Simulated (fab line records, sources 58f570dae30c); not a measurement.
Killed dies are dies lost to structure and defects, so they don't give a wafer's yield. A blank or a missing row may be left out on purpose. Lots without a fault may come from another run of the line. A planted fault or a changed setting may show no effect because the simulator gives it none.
Which tool did it? | flow berkeley_cmos170 | 14 lots, 42 wafers sampled, at 4 steps of a route of 331

WHAT THE GAUGES READ, wafer by wafer
UCB170_ACTIVE_CD_MEAS_90: target cd 1200 nm.
lot  | measured    | on        | cd_nm (nm)
L831 | day 4 07:14 | cd_sem-01 | 1199.7 1197.6 1199.4
L833 | day 4 13:11 | cd_sem-02 | 1198.1 1198.9 1199.1
L834 | day 4 20:37 | cd_sem-01 | 1198.4 1197.8 1198.6
L836 | day 5 02:46 | cd_sem-02 | 1198.2 1199.8 1199.4
L838 | day 5 19:22 | cd_sem-02 | 1198.7 1198.7 1198.8
L837 | day 5 19:40 | cd_sem-01 | 1202.6 1200.4 1202.0
L841 | day 6 10:25 | cd_sem-02 | 1200.5 1200.5 1202.5
L845 | day 7 01:35 | cd_sem-01 | 1198.7 1199.0 1200.1
L849 | day 7 21:47 | cd_sem-01 | 1202.0 1202.5 1202.4
L850 | day 8 03:44 | cd_sem-01 | 1200.7 1199.9 1199.5
L851 | day 8 12:16 | cd_sem-01 | 1202.0 1201.9 1201.8
L852 | day 8 12:29 | cd_sem-01 | 1196.1 1197.9 1198.4
L853 | day 9 00:11 | cd_sem-01 | 1199.2 1198.6 1200.2
L854 | day 9 07:55 | cd_sem-01 | 1199.4 1197.1 1198.4

UCB170_SACOX_THK_MEAS_02.
lot  | measured     | on            | SACOX_OXIDE_THK (nm)
L831 | day 5 02:21  | film_metro-04 | 14.35 14.25 14.33
L833 | day 5 12:41  | film_metro-04 | 13.93 14.29 14.34
L834 | day 5 20:36  | film_metro-02 | 14.47 14.48 14.60
L836 | day 5 20:38  | film_metro-03 | 14.64 14.53 14.22
L838 | day 6 20:46  | film_metro-02 | 14.31 14.26 14.48
L837 | day 6 20:50  | film_metro-03 | 14.23 14.05 14.19
L841 | day 7 06:01  | film_metro-02 | 14.30 14.31 14.46
L845 | day 7 21:37  | film_metro-02 | 14.19 14.32 14.36
L849 | day 8 18:09  | film_metro-04 | 13.96 14.21 14.16
L850 | day 9 00:14  | film_metro-04 | 14.49 14.47 14.47
L851 | day 9 11:49  | film_metro-03 | 14.62 14.53 14.63
L852 | day 9 11:49  | film_metro-02 | 14.46 14.10 14.29
L853 | day 10 01:35 | film_metro-04 | 14.47 14.56 14.54
L854 | day 10 09:13 | film_metro-04 | 14.50 14.46 14.50

UCB170_NSD_CD_MEAS_06: target cd 1200 nm.
lot  | measured     | on        | cd_nm (nm)
L831 | day 6 14:57  | cd_sem-02 | 1201.7 1200.3 1201.3
L833 | day 7 00:20  | cd_sem-02 | 1200.8 1199.5 1201.6
L834 | day 7 11:46  | cd_sem-01 | 1199.8 1200.0 1200.0
L836 | day 7 11:31  | cd_sem-01 | 1201.4 1199.8 1201.4
L838 | day 8 12:12  | cd_sem-02 | 1197.8 1198.5 1197.6
L837 | day 8 12:06  | cd_sem-02 | 1197.1 1197.2 1195.6
L841 | day 8 16:26  | cd_sem-02 | 1198.2 1198.2 1197.5
L845 | day 9 17:07  | cd_sem-01 | 1202.0 1201.9 1202.2
L849 | day 10 15:28 | cd_sem-01 | 1201.1 1202.4 1203.5
L850 | day 11 00:07 | cd_sem-02 | 1203.0 1202.6 1200.6
L851 | day 11 08:57 | cd_sem-01 | 1202.0 1202.1 1201.3
L852 | day 11 08:23 | cd_sem-02 | 1199.4 1200.9 1198.9
L853 | day 11 20:34 | cd_sem-02 | 1200.9 1201.0 1202.8
L854 | day 12 05:35 | cd_sem-02 | 1200.1 1198.1 1200.6

WHICH TOOL RAN EACH LOT (tool, then ch and the chambers of the sampled wafers, then the start)
lot  | UCB170_NLDD_SOFTBAKE_02
L831 | litho_track-04 ch 0, day 6 01:46
L833 | litho_track-04 ch 0, day 6 14:12
L834 | litho_track-01 ch 0, day 7 02:59
L836 | litho_track-04 ch 0, day 7 03:22
L838 | litho_track-01 ch 0, day 8 03:11
L837 | litho_track-04 ch 0, day 8 02:58
L841 | litho_track-01 ch 0, day 8 07:44
L845 | litho_track-01 ch 0, day 9 04:54
L849 | litho_track-04 ch 0, day 10 04:47
L850 | litho_track-03 ch 0, day 10 13:49
L851 | litho_track-03 ch 0, day 10 19:20
L852 | litho_track-04 ch 0, day 10 19:32
L853 | litho_track-04 ch 0, day 11 09:11
L854 | litho_track-01 ch 0, day 11 16:20
- UCB170_NLDD_SOFTBAKE_02: time 60 s.

WHAT THE TOOLS THEMSELVES READ (means of the sampled wafers that have a number; where no wafer has one, the mark that the record gives instead)
UCB170_NLDD_SOFTBAKE_02.
lot  | tool           | resist_line_temp_C (C) | run_length_s (s)
L831 | litho_track-04 | 22.95                  | 89.46
L833 | litho_track-04 | 22.90                  | 89.48
L834 | litho_track-01 | 22.97                  | 89.08
L836 | litho_track-04 | 22.95                  | 89.43
L838 | litho_track-01 | 23.00                  | 89.13
L837 | litho_track-04 | 23.05                  | 89.32
L841 | litho_track-01 | 23.14                  | 101.41
L845 | litho_track-01 | 22.94                  | 101.28
L849 | litho_track-04 | 23.09                  | 89.40
L850 | litho_track-03 | 22.86                  | 89.30
L851 | litho_track-03 | 22.79                  | 89.27
L852 | litho_track-04 | 23.12                  | 89.37
L853 | litho_track-04 | 22.98                  | 89.41
L854 | litho_track-01 | 23.00                  | 89.19

THE ANSWER, worked out from the rows above alone
Rule: what is usual is taken from the lots themselves. Put in order of their means at a reading, lots are off if they are a third of the lots or fewer, leave a main group of 4 or more, and stand apart from it by a gap of 3 or more times the standard deviation of the main group's means; of several such gaps the widest counts. A main group whose means are all the same, to the digits that the tables above print for the reading, isn't used. A lot without any number at a reading at which 4 lots or more have one is off too. The other lots that the step has rows for count as sound. The gauges are gone through in route order, then the tools' own readings, and for those a lot's mean is taken as printed above. The first step at which some lot is off is used, and at that step the reading that is off furthest; a lot without a number counts as furthest.
Off: L841, L845, at UCB170_NLDD_SOFTBAKE_02 (run_length_s). The main group: mean 89.32 s, standard deviation 0.13.
A tool fits if, at that step or a process step before it, it ran every lot that is off, and no sound lot after the first of them. None of those tried fits.

WHAT THE SIMULATOR HAD PUT IN
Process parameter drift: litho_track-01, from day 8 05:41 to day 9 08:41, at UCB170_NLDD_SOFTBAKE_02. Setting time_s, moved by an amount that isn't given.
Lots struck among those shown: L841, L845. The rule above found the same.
